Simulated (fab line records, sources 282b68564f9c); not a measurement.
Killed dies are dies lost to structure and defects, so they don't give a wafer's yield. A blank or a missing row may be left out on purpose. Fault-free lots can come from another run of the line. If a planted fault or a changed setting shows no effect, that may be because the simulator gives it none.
fab line records	flow rit-cmos
record: lots: 5	wafers: 15	last-day: 7
route steps=202 shown ACTIVE@13 FOX1@20 FOX2@23 NWELL@28 PWELL@39 WELLDRIVE@50 NRETRO@53 SILICIDE@161 M1@202
lots untouched by any fault: they come from a run of this same line in which no faults occurred
start-h: the number of hours between the record's first day and the start of the first shown wafer of the lot	wait-h: time in hours since the lot's previous step	" identical to the entry in the row above	L1.1+2: one row covering several wafers at once	- no value, or no start given	* or withheld: withheld	< > ~ a bound
route shown NAME@n: NAME is a module with steps in the file, n the number in the route of the first one	usual: mean/standard deviation taken from wafers without a fault	same: alike in all rows	chamber/n: place in a boat	sites: readings site by site	_std_site: standard deviation across them	_edge_site: mean of outer sites minus mean of inner sites	radius-mm: how far each site lies from the wafer's centre	mask NAME#n: copy n	behind: tool/chamber where the wafer was last shaped	hold: reason for holding the lot/hours on hold/outcome of the hold	device: the transistor (n, p or np) that didn't switch	end of line: the tests these same wafers got at the end of their route	for a step that has no rows: nothing shown but its recipe	killed: the dies lost at the first sort to structure and to defects; this is not the yield of the wafer	map: dies across one wafer; x = killed, . = not, _ = none there
set.NAME: setting as actually run; set.NAME@STEP: the setting as run at that earlier step	model.NAME: the simulator's own value behind a step, which no gauge read
lots at selected steps of the route; one table per step, one row per wafer
services: from which hour (start-h, from the record's first day; less than 0 if before it) a tool's chamber was out of use, for how many hours, and why
== steps ==
step: RIT_ACTIVE_HARDBAKE_12
recipe: resist: NOVOLAK	temp-c: 140	time-s: 60
step: RIT_ACTIVE_ETCH_13
recipe: stop-on: SiO2	chemistry: SF6	target: Si3N4	time-s: 210	over-etch-frac: 0.4	SF6_flow_sccm: 200	pressure-mtorr: 260	rf-w: 125	target-depth-a: 2100
usual: drypump-motor-current-A: 5.4/0.53	oes-product-au: 0.821/0.013	throttle-valve-pct: 7.47/0.082
lot.wafer	tool	chamber	start-h	wait-h	drypump-motor-current-A	oes-product-au	rf-hours-counter-h	throttle-valve-pct
L822.3	rie-diel-03	2	16.09	0.1	4.7	0.806	108	7.44
L822.4	"	3	"	"	5.1	0.816	-	7.53
L822.6	"	2	"	"	4.7	0.816	-	7.41
L828.1	rie-diel-03	3	44.80	0.1	5.1	0.812	43	7.55
L828.3	"	2	"	"	4.7	0.816	109	7.42
L828.5	"	0	"	"	5.8	0.841	-	7.55
L829.2	rie-diel-04	0	49.83	0.1	6.4	0.835	135	7.31
L829.3	"	3	"	"	5.4	0.837	66	7.45
L829.5	"	1	"	"	5.5	0.827	-	7.48
L834.1	rie-diel-04	3	75.28	0.1	5.4	0.830	66	7.44
L834.2	"	0	"	"	6.4	0.828	135	7.32
L834.6	"	2	"	"	5.7	0.808	-	7.40
L842.1	rie-diel-04	2	115.54	0.1	5.6	0.792	131	7.39
L842.5	"	2	"	"	5.6	0.800	-	7.39
L842.6	"	3	"	"	5.4	0.828	-	7.44
step: RIT_ACTIVE_STRIP_14
recipe: chemistry: O2	time-s: 180	resist: NOVOLAK	platen-temp-c: withheld	power-w: 500	pressure-mtorr: 4000	o2-flow-sccm: 4000
usual: drypump-motor-current-A: 5.7/0.35
lot.wafer	tool	chamber	start-h	wait-h	drypump-motor-current-A	rf-hours-counter-h
L822.3	plasma-asher-01	1	16.28	0.1	6.2	-
L822.4	"	0	"	"	5.5	-
L822.6	"	1	"	"	6.2	-
L828.1	plasma-asher-01	1	44.93	0.1	6.3	41
L828.3	"	0	"	"	5.5	-
L828.5	"	0	"	"	5.5	-
L829.2	plasma-asher-04	0	49.97	0.1	5.5	25
L829.3	"	0	"	"	5.5	-
L829.5	"	0	"	"	5.5	-
L834.1	plasma-asher-02	1	75.42	0.1	5.5	42
L834.2	"	0	"	"	6.1	42
L834.6	"	1	"	"	5.5	-
L842.1	plasma-asher-02	1	115.68	0.1	5.5	46
L842.5	"	1	"	"	5.5	-
L842.6	"	0	"	"	6.1	-
step: RIT_ACTIVE_CD_MEAS_90
recipe: target-cd-nm: 1400
usual: cd-nm: 1399.6/2.3
lot.wafer	tool	chamber	start-h	wait-h	cd-nm
L822.3	cd-sem-01	-	16.43	0.1	1399.0
L822.4	"	-	"	"	1398.8
L822.6	"	-	"	"	1398.1
L828.1	cd-sem-02	-	45.11	0.1	1399.4
L828.3	"	-	"	"	1399.2
L828.5	"	-	"	"	1402.3
L829.2	cd-sem-01	-	50.16	0.1	1396.9
L829.3	"	-	"	"	1395.7
L829.5	"	-	"	"	1395.6
L834.1	cd-sem-02	-	75.59	0.1	1399.4
L834.2	"	-	"	"	1399.7
L834.6	"	-	"	"	1400.2
L842.1	cd-sem-01	-	115.85	0.1	1402.4
L842.5	"	-	"	"	1402.5
L842.6	"	-	"	"	1404.3
step: RIT_ACTIVE_CLEAN_15
recipe: chemistry: SC1	mix: 3:3:50	time-s: 600	temp-c: 75
step: RIT_ACTIVE_CLEAN_16
recipe: chemistry: dHF	dilution: 50:1	time-s: 30
step: RIT_ACTIVE_CLEAN_17
recipe: chemistry: SC2	mix: 3:3:50	time-s: 600	temp-c: 75	dry: n2-spin
step: RIT_FOX1_OXIDATION_00
recipe: temp-c: 1100	ambient: H2O	target-thk-a: 3507	p-h2o-torr: 720	ox-time-s: 1130
step: RIT_FOX1_THK_MEAS_01
recipe: reads: SiO2_of_FOX1_OXIDATION_00
usual: FOX1_OXIDE_THK: 349/4.7
lot.wafer	tool	chamber	start-h	wait-h	FOX1_OXIDE_THK[nm]
L822.3	film-metro-01	-	18.39	0.0	341
L822.4	"	-	"	"	352
L822.6	"	-	"	"	344
L828.1	film-metro-04	-	46.91	0.0	353
L828.3	"	-	"	"	352
L828.5	"	-	"	"	345
L829.2	film-metro-04	-	51.99	0.0	358
L829.3	"	-	"	"	358
L829.5	"	-	"	"	355
L834.1	film-metro-01	-	77.43	0.0	343
L834.2	"	-	"	"	342
L834.6	"	-	"	"	342
L842.1	film-metro-01	-	117.66	0.0	347
L842.5	"	-	"	"	349
L842.6	"	-	"	"	344
step: RIT_FOX1_WET_ETCH_02
recipe: chemistry: BOE	target-depth-nm: 350	time-s: 390	temp-c: 21.5	dry: n2-spin	dilution: 10:1	target: SiO2
step: RIT_FOX2_OXIDATION_00
recipe: temp-c: 1100	ambient: H2O	target-thk-a: 3507	p-h2o-torr: 720	ox-time-s: 1130
step: RIT_FOX2_THK_MEAS_01
recipe: reads: SiO2_of_FOX2_OXIDATION_00
usual: FOX2_OXIDE_THK: 349/6.1
lot.wafer	tool	chamber	start-h	wait-h	FOX2_OXIDE_THK[nm]
L822.3	film-metro-01	-	19.88	0.0	357
L822.4	"	-	"	"	351
L822.6	"	-	"	"	356
L828.1	film-metro-02	-	48.40	0.0	353
L828.3	"	-	"	"	352
L828.5	"	-	"	"	345
L829.2	film-metro-02	-	53.48	0.0	355
L829.3	"	-	"	"	348
L829.5	"	-	"	"	353
L834.1	film-metro-02	-	78.92	0.0	341
L834.2	"	-	"	"	343
L834.6	"	-	"	"	345
L842.1	film-metro-01	-	119.15	0.0	361
L842.5	"	-	"	"	352
L842.6	"	-	"	"	356
step: RIT_FOX2_CLEAN_02
recipe: chemistry: dHF	dilution: 50:1	time-s: 180
usual: run-length-s: 208/3.1
lot.wafer	tool	chamber	start-h	wait-h	run-length-s	model.SiO2_of_FOX2_OXIDATION_00.thk-nm
L822.3	wet-bench-04	0	19.92	0.0	206	340
L822.4	"	0	"	"	206	333.8
L822.6	"	0	"	"	206	339.3
L828.1	wet-bench-04	2	48.46	0.1	386	320.3
L828.3	"	2	"	"	386	318.1
L828.5	"	2	"	"	386	311.4
L829.2	wet-bench-03	0	53.53	0.0	205	338.4
L829.3	"	0	"	"	205	331.1
L829.5	"	0	"	"	205	335.5
L834.1	wet-bench-03	3	78.98	0.1	205	324.7
L834.2	"	3	"	"	205	326.9
L834.6	"	3	"	"	205	328.2
L842.1	wet-bench-04	1	119.21	0.1	207	345
L842.5	"	1	"	"	207	335.6
L842.6	"	1	"	"	207	339.3
step: RIT_FOX2_WET_ETCH_03
recipe: chemistry: H3PO4	target: Si3N4	target-depth-nm: 195	temp-c: 165	time-s: 2700
step: RIT_FOX2_THK_MEAS_90
recipe: reads: SiO2_of_FOX2_OXIDATION_00
usual: FIELD_OXIDE_LEFT_1_THK: 322/6.2
lot.wafer	tool	chamber	start-h	wait-h	FIELD_OXIDE_LEFT_1_THK[nm]
L822.3	film-metro-02	-	20.82	0.0	329
L822.4	"	-	"	"	323
L822.6	"	-	"	"	329
L828.1	film-metro-03	-	49.35	0.0	310
L828.3	"	-	"	"	307
L828.5	"	-	"	"	301
L829.2	film-metro-02	-	54.35	0.0	328
L829.3	"	-	"	"	320
L829.5	"	-	"	"	325
L834.1	film-metro-02	-	79.79	0.0	314
L834.2	"	-	"	"	316
L834.6	"	-	"	"	317
L842.1	film-metro-02	-	120.02	0.0	334
L842.5	"	-	"	"	325
L842.6	"	-	"	"	329
step: RIT_NWELL_HMDS_00
recipe: prime-time-s: 60	prime-temp-c: 140
step: RIT_NWELL_COAT_01
recipe: resist: NOVOLAK	spin-rpm: 2000	resist-thk-nm: 1300
step: RIT_NWELL_SOFTBAKE_02
recipe: resist: NOVOLAK	temp-c: 90	time-s: 60
step: RIT_NWELL_EXPOSE_03
recipe: mask-id: M2	na: 0.57	target-cd-nm: 43900	dose-mj: 250
step: RIT_NWELL_PEB_04
recipe: resist: NOVOLAK	temp-c: withheld	time-s: withheld
step: RIT_NWELL_DEVELOP_05
recipe: resist: NOVOLAK	develop-time-s: 68	dev-temp-c: 23
step: RIT_NWELL_OVL_MEAS_06
usual: NWELL_OVL: -1.6/1.4
lot.wafer	tool	chamber	start-h	wait-h	NWELL_OVL[nm]
L822.3	overlay-01	-	21.88	-	0.4
L822.4	"	-	"	"	-0.5
L822.6	"	-	"	"	0.5
L828.1	overlay-01	-	50.29	-	-2.7
L828.3	"	-	"	"	-1.6
L828.5	"	-	"	"	-1.5
L829.2	overlay-02	-	55.38	-	0.4
L829.3	"	-	"	"	-0.6
L829.5	"	-	"	"	-0.6
L834.1	overlay-02	-	80.86	-	-2.0
L834.2	"	-	"	"	-1.1
L834.6	"	-	"	"	-1.6
L842.1	overlay-01	-	120.96	-	0.1
L842.5	"	-	"	"	-1.2
L842.6	"	-	"	"	-2.4
step: RIT_NWELL_HARDBAKE_07
recipe: resist: NOVOLAK	temp-c: 140	time-s: 120
step: RIT_NWELL_IMPLANT_08
recipe: species: P	energy-kev: 170	dose-cm2: 5e+13	tilt-deg: 7
step: RIT_NWELL_STRIP_09
recipe: chemistry: O2	time-s: 180	resist: NOVOLAK	platen-temp-c: withheld	power-w: 500	pressure-mtorr: 4000	o2-flow-sccm: 4000
usual: drypump-motor-current-A: 5.5/0.38
lot.wafer	tool	chamber	start-h	wait-h	drypump-motor-current-A	rf-hours-counter-h
L822.3	plasma-asher-02	1	22.36	0.1	5.5	-
L822.4	"	0	"	"	6.1	-
L822.6	"	0	"	"	6.1	-
L828.1	plasma-asher-03	1	50.72	0.1	5.1	42
L828.3	"	0	"	"	5.4	-
L828.5	"	1	"	"	5.1	-
L829.2	plasma-asher-01	0	55.81	0.1	5.5	42
L829.3	"	0	"	"	5.5	-
L829.5	"	0	"	"	5.5	-
L834.1	plasma-asher-02	1	81.29	0.1	5.5	43
L834.2	"	0	"	"	6.1	43
L834.6	"	0	"	"	6.1	-
L842.1	plasma-asher-02	1	121.40	0.1	5.5	47
L842.5	"	0	"	"	6.1	-
L842.6	"	1	"	"	5.5	-
step: RIT_NWELL_TW_MEAS_10
usual: NWELL_TW: 2139/14
lot.wafer	tool	chamber	start-h	wait-h	NWELL_TW
L822.3	film-metro-03	-	22.50	0.1	2143
L822.4	"	-	"	"	2134
L822.6	"	-	"	"	2128
L828.1	film-metro-04	-	50.90	0.1	2156
L828.3	"	-	"	"	2155
L828.5	"	-	"	"	2150
L829.2	film-metro-04	-	56.00	0.1	2152
L829.3	"	-	"	"	2163
L829.5	"	-	"	"	2155
L834.1	film-metro-02	-	81.47	0.1	2131
L834.2	"	-	"	"	2141
L834.6	"	-	"	"	2134
L842.1	film-metro-02	-	121.58	0.1	2136
L842.5	"	-	"	"	2131
L842.6	"	-	"	"	2146
step: RIT_PWELL_HMDS_00
recipe: prime-time-s: 60	prime-temp-c: 140
step: RIT_PWELL_COAT_01
recipe: resist: NOVOLAK	spin-rpm: 2000	resist-thk-nm: 1300
step: RIT_PWELL_SOFTBAKE_02
recipe: resist: NOVOLAK	temp-c: 90	time-s: 60
step: RIT_PWELL_EXPOSE_03
recipe: mask-id: M3	na: 0.57	target-cd-nm: 43700	dose-mj: 250
step: RIT_PWELL_PEB_04
recipe: resist: NOVOLAK	temp-c: withheld	time-s: withheld
step: RIT_PWELL_DEVELOP_05
recipe: resist: NOVOLAK	develop-time-s: 68	dev-temp-c: 23
step: RIT_PWELL_OVL_MEAS_06
usual: PWELL_OVL: -1.0/1.5
lot.wafer	tool	chamber	start-h	wait-h	PWELL_OVL[nm]
L822.3	overlay-02	-	23.60	-	-1.5
L822.4	"	-	"	"	-4.0
L822.6	"	-	"	"	-5.0
L828.1	overlay-02	-	51.84	-	2.4
L828.3	"	-	"	"	-0.7
L828.5	"	-	"	"	-0.3
L829.2	overlay-01	-	57.13	-	-2.3
L829.3	"	-	"	"	-3.6
L829.5	"	-	"	"	-1.3
L834.1	overlay-01	-	82.53	-	-1.1
L834.2	"	-	"	"	-1.4
L834.6	"	-	"	"	0.2
L842.1	overlay-01	-	122.64	-	-0.6
L842.5	"	-	"	"	1.2
L842.6	"	-	"	"	-3.3
step: RIT_PWELL_HARDBAKE_07
recipe: resist: NOVOLAK	temp-c: 140	time-s: 120
step: RIT_PWELL_IMPLANT_08
recipe: species: B	energy-kev: 170	dose-cm2: 7e+13	tilt-deg: 7
step: RIT_PWELL_STRIP_09
recipe: chemistry: O2	time-s: 180	resist: NOVOLAK	platen-temp-c: withheld	power-w: 500	pressure-mtorr: 4000	o2-flow-sccm: 4000
usual: drypump-motor-current-A: 5.35/0.27
lot.wafer	tool	chamber	start-h	wait-h	drypump-motor-current-A	rf-hours-counter-h
L822.3	plasma-asher-04	1	24.08	0.1	5.27	-
L822.4	"	0	"	"	5.51	-
L822.6	"	0	"	"	5.50	-
L828.1	plasma-asher-04	1	52.42	0.2	5.23	25
L828.3	"	1	"	"	5.22	-
L828.5	"	1	"	"	5.23	-
L829.2	plasma-asher-03	1	57.64	0.1	5.06	43
L829.3	"	1	"	"	5.09	-
L829.5	"	0	"	"	5.36	-
L834.1	plasma-asher-04	1	82.97	0.1	5.22	28
L834.2	"	0	"	"	5.45	28
L834.6	"	1	"	"	5.21	-
L842.1	plasma-asher-03	1	123.08	0.1	5.06	50
L842.5	"	1	"	"	5.07	-
L842.6	"	0	"	"	5.38	-
step: RIT_PWELL_TW_MEAS_10
usual: PWELL_TW: 947/5
lot.wafer	tool	chamber	start-h	wait-h	PWELL_TW
L822.3	film-metro-03	-	24.22	0.1	944
L822.4	"	-	"	"	944
L822.6	"	-	"	"	943
L828.1	film-metro-04	-	52.60	0.1	958
L828.3	"	-	"	"	957
L828.5	"	-	"	"	955
L829.2	film-metro-02	-	57.83	0.1	943
L829.3	"	-	"	"	945
L829.5	"	-	"	"	948
L834.1	film-metro-02	-	83.15	0.1	945
L834.2	"	-	"	"	940
L834.6	"	-	"	"	947
L842.1	film-metro-04	-	123.25	0.1	949
L842.5	"	-	"	"	954
L842.6	"	-	"	"	956
step: RIT_WELLDRIVE_ANNEAL_00
recipe: temp-c: 1100	time-s: 14700	ambient: N2
step: RIT_WELLDRIVE_RS_MEAS_01
recipe: thk-meas-gauge: four-point-probe
usual: NWELL_RS: 275.3/0.82
lot.wafer	tool	chamber	start-h	wait-h	NWELL_RS[ohm/sq]
L822.3	film-metro-03	-	29.66	0.0	274.8
L822.4	"	-	"	"	274.5
L822.6	"	-	"	"	274.7
L828.1	film-metro-03	-	58.27	0.0	275.7
L828.3	"	-	"	"	276.2
L828.5	"	-	"	"	275.4
L829.2	film-metro-02	-	62.98	0.0	275.8
L829.3	"	-	"	"	276.3
L829.5	"	-	"	"	276.0
L834.1	film-metro-03	-	88.29	0.0	275.0
L834.2	"	-	"	"	274.7
L834.6	"	-	"	"	274.4
L842.1	film-metro-04	-	128.39	0.0	276.3
L842.5	"	-	"	"	276.2
L842.6	"	-	"	"	275.9
step: RIT_WELLDRIVE_RS_MEAS_02
recipe: thk-meas-gauge: four-point-probe
usual: PWELL_RS: 429.4/1.2
lot.wafer	tool	chamber	start-h	wait-h	PWELL_RS[ohm/sq]
L822.3	film-metro-03	-	29.78	0.1	427.5
L822.4	"	-	"	"	428.2
L822.6	"	-	"	"	428.7
L828.1	film-metro-03	-	58.39	0.1	429.9
L828.3	"	-	"	"	430.2
L828.5	"	-	"	"	429.3
L829.2	film-metro-02	-	63.10	0.1	429.9
L829.3	"	-	"	"	430.2
L829.5	"	-	"	"	428.9
L834.1	film-metro-03	-	88.41	0.1	427.2
L834.2	"	-	"	"	428.7
L834.6	"	-	"	"	426.8
L842.1	film-metro-04	-	128.51	0.1	428.8
L842.5	"	-	"	"	429.5
L842.6	"	-	"	"	429.6
step: RIT_NRETRO_HMDS_00
recipe: prime-time-s: 60	prime-temp-c: 140
step: RIT_NRETRO_COAT_01
recipe: resist: NOVOLAK	spin-rpm: 2000	resist-thk-nm: 1300
step: RIT_FOX2_THK_MEAS_91
recipe: reads: SiO2_of_FOX2_OXIDATION_00
usual: FIELD_OXIDE_LEFT_2_THK: 254/6.2
lot.wafer	tool	chamber	start-h	wait-h	FIELD_OXIDE_LEFT_2_THK[nm]
L822.3	film-metro-02	-	33.70	0.0	261
L822.4	"	-	"	"	255
L822.6	"	-	"	"	261
L828.1	film-metro-02	-	62.08	0.0	242
L828.3	"	-	"	"	240
L828.5	"	-	"	"	233
L829.2	film-metro-02	-	66.91	0.0	260
L829.3	"	-	"	"	253
L829.5	"	-	"	"	258
L834.1	film-metro-03	-	92.30	0.0	245
L834.2	"	-	"	"	248
L834.6	"	-	"	"	249
L842.1	film-metro-02	-	132.60	0.0	266
L842.5	"	-	"	"	257
L842.6	"	-	"	"	260
step: RIT_SILICIDE_WET_ETCH_00
recipe: chemistry: BOE	target: SiO2	target-depth-nm: 14	time-s: 15	dry: n2-spin	dilution: 10:1	temp-c: 21.5
lot.wafer	tool	chamber	start-h	wait-h	model.SiO2_of_FOX2_OXIDATION_00.thk-nm
L822.3	wet-bench-04	3	55.88	0.1	155.6
L822.4	"	3	"	"	151.6
L822.6	"	3	"	"	157.4
L828.1	wet-bench-02	3	80.23	0.1	139.8
L828.3	"	3	"	"	135.1
L828.5	"	3	"	"	128.8
L829.2	wet-bench-04	3	84.12	0.1	155.1
L829.3	"	3	"	"	148.2
L829.5	"	3	"	"	154.2
L834.1	wet-bench-01	1	110.17	0.1	139.1
L834.2	"	1	"	"	143
L834.6	"	1	"	"	142.4
L842.1	wet-bench-04	3	150.44	0.1	161.1
L842.5	"	3	"	"	152.7
L842.6	"	3	"	"	155.7
step: RIT_M1_PROBE_99
usual: killed-at-contacts: 0.1/0.31	killed-at-front-end: 7/3.1	killed-dies: 7/3.1	killed-open: 3.3/1.9	killed-short: 3.3/2
same: gross-dies: 264	killed_at_M0_to_M3: 0	killed_at_M4_up: 0	killed-at-back-side: 0	killed-at-other: 0
lot.wafer	tool	chamber	start-h	wait-h	killed-at-contacts	killed-at-front-end	killed-dies	killed-open	killed-short	model.etest.field-n.vt-v	model.etest.poly-comb-over-steps.leak-log10-a-um
L822.3	prober-01	-	63.15	0.2	2	5	7	3	2	35.39	-12.74
L822.4	prober-01	-	63.20	0.2	2	5	7	3	3	34.6	-12.69
L822.6	prober-01	-	63.30	0.2	0	8	8	3	5	35.33	-12.82
L828.1	prober-01	-	88.02	0.1	0	6	6	4	2	33.04	-12.49
L828.3	prober-01	-	88.12	0.2	0	3	3	2	1	32.72	-12.5
L828.5	prober-01	-	88.22	0.2	0	9	9	3	6	31.77	-12.75
L829.2	prober-01	-	91.22	0.1	0	6	6	2	4	35.58	-12.84
L829.3	prober-01	-	91.27	0.2	1	3	4	3	1	34.55	-12.59
L829.5	prober-01	-	91.37	0.2	1	5	6	3	3	35.25	-12.79
L834.1	prober-01	-	117.19	0.1	0	9	9	5	4	33.45	-12.61
L834.2	prober-01	-	117.24	0.1	0	8	8	4	4	33.7	-12.79
L834.6	prober-01	-	117.44	0.2	0	6	6	3	3	33.76	-12.9
L842.1	prober-01	-	158.56	0.1	0	3	3	1	2	35.99	-12.84
L842.5	prober-01	-	158.76	0.2	0	2	2	1	1	34.8	-12.71
L842.6	prober-01	-	158.81	0.2	0	14	14	5	9	35.28	-12.67
killed by level:class
L822.3 GATE:geometric-particle:short=2 CONTACT:coat-microbubble-printed=2 FOX2:geometric-particle:open=1 GATE:geometric-particle:open=1 SILICIDE:geometric-particle:open=1
L822.4 FOX1:geometric-particle:open=2 FOX1:geometric-particle:short=1 GATE:geometric-particle:open=1 REOX:geometric-particle:short=1 CONTACT:geometric-particle:short=1 CONTACT:coat-microbubble-printed=1
L822.6 GATE:geometric-particle:short=2 FOX1:geometric-particle:open=1 FOX1:geometric-particle:short=1 GATE:geometric-particle:open=1 SPACER:geometric-particle:short=1 SILICIDE:geometric-particle:open=1 SILICIDE:geometric-particle:short=1
L828.1 GATE:geometric-particle:open=4 FOX1:geometric-particle:short=1 SPACER:geometric-particle:short=1
L828.3 FOX2:geometric-particle:short=1 FOX2:geometric-particle:open=1 SILICIDE:geometric-particle:open=1
L828.5 FOX1:geometric-particle:short=2 GATE:geometric-particle:short=2 FOX2:geometric-particle:open=1 GATE:geometric-particle:open=1 REOX:geometric-particle:short=1 SPACER:geometric-particle:short=1 SPACER:geometric-particle:open=1
L829.2 GATE:geometric-particle:short=2 FOX2:geometric-particle:open=1 REOX:geometric-particle:open=1 REOX:geometric-particle:short=1 SPACER:geometric-particle:short=1
L829.3 GATE:geometric-particle:open=1 REOX:geometric-particle:short=1 SILICIDE:geometric-particle:open=1 CONTACT:geometric-particle:open=1
L829.5 GATE:geometric-particle:open=1 GATE:geometric-particle:short=1 REOX:geometric-particle:short=1 REOX:geometric-particle:open=1 SPACER:geometric-particle:open=1 CONTACT:geometric-particle:short=1
L834.1 FOX1:geometric-particle:open=2 REOX:geometric-particle:open=2 SILICIDE:geometric-particle:short=2 FOX1:geometric-particle:short=1 GATE:geometric-particle:short=1 GATE:geometric-particle:open=1
L834.2 SILICIDE:geometric-particle:short=3 GATE:geometric-particle:open=2 REOX:geometric-particle:short=1 REOX:geometric-particle:open=1 SILICIDE:geometric-particle:open=1
L834.6 GATE:geometric-particle:open=2 GATE:geometric-particle:short=2 FOX2:geometric-particle:open=1 SILICIDE:geometric-particle:short=1
L842.1 GATE:geometric-particle:short=2 GATE:geometric-particle:open=1
L842.5 FOX1:geometric-particle:open=1 REOX:geometric-particle:short=1
L842.6 GATE:geometric-particle:short=5 SILICIDE:geometric-particle:open=3 GATE:geometric-particle:open=2 SILICIDE:geometric-particle:short=2 FOX1:geometric-particle:short=1 SPACER:geometric-particle:short=1
== services ==
tool	chamber	start-h	hours	kind
rie-diel-03	0	-3.35	-	clean
rie-diel-03	0	-3.35	21.2	scheduled-down
rie-diel-03	0	-3.35	21.2	vent-cycle
rie-diel-03	1	17.85	-	clean
rie-diel-03	1	17.85	24.1	scheduled-down
rie-diel-03	1	17.85	24.1	vent-cycle
plasma-asher-04	-	30.02	10.5	repair
rie-diel-04	-	38.62	1.4	repair
plasma-asher-01	-	48.14	0.6	repair
rie-diel-04	2	75.73	3.9	repair
rie-diel-04	-	85.46	1.3	repair
rie-diel-04	3	100.90	8.7	repair
wet-bench-02	-	101.45	57.3	repair
plasma-asher-01	-	108.75	9.0	pm
plasma-asher-01	0	108.75	9.0	vent-cycle
plasma-asher-01	1	108.75	9.0	vent-cycle
plasma-asher-01	-	111.80	4.2	repair
plasma-asher-01	0	117.75	-	clean
plasma-asher-01	1	117.75	-	clean
rie-diel-04	1	121.16	-	clean
rie-diel-04	1	121.16	15.9	scheduled-down
rie-diel-04	1	121.16	15.9	vent-cycle
rie-diel-04	-	131.15	0.5	repair
== key ==
first-sign: step: RIT_FOX2_CLEAN_02	reading: run-length-s	direction: up	sigmas: 58	usual: *	struck: *
effect: step: RIT_FOX2_THK_MEAS_90	reading: FIELD_OXIDE_LEFT_1_THK	direction: down	sigmas: 2.6	usual: 322	struck: 306
effect: step: RIT_FOX2_THK_MEAS_91	reading: FIELD_OXIDE_LEFT_2_THK	direction: down	sigmas: 2.5	usual: 254	struck: 238
model-effect: step: RIT_FOX2_CLEAN_02	value: SiO2_of_FOX2_OXIDATION_00.thk-nm	without: 333.3	struck: 316.6
model-effect: step: RIT_SILICIDE_WET_ETCH_00	value: SiO2_of_FOX2_OXIDATION_00.thk-nm	without: 151.3	struck: 134.6
model-effect: step: RIT_M1_PROBE_99	value: etest.field-n.vt-v	without: 34.76	struck: 32.51
met-at RIT_FOX2_CLEAN_02
struck-wafers L828.1,L828.3,L828.5
tester-left-out L828
fault: kind: process-parameter-drift	tool: wet-bench-04	chamber: 2	onset-h: 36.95	steps: RIT_FOX2_CLEAN_02	channel: time-s	offset: *	shape: step	end-h: 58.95	acts-in: *	stated: *
tester-left-out: of these lots the tester's yield and bins aren't shown, on N5 and GAA mostly nor the transistor test; their killed dies are dies lost to structure and defects alone, not to doping, threshold or leakage, so they don't give the yield
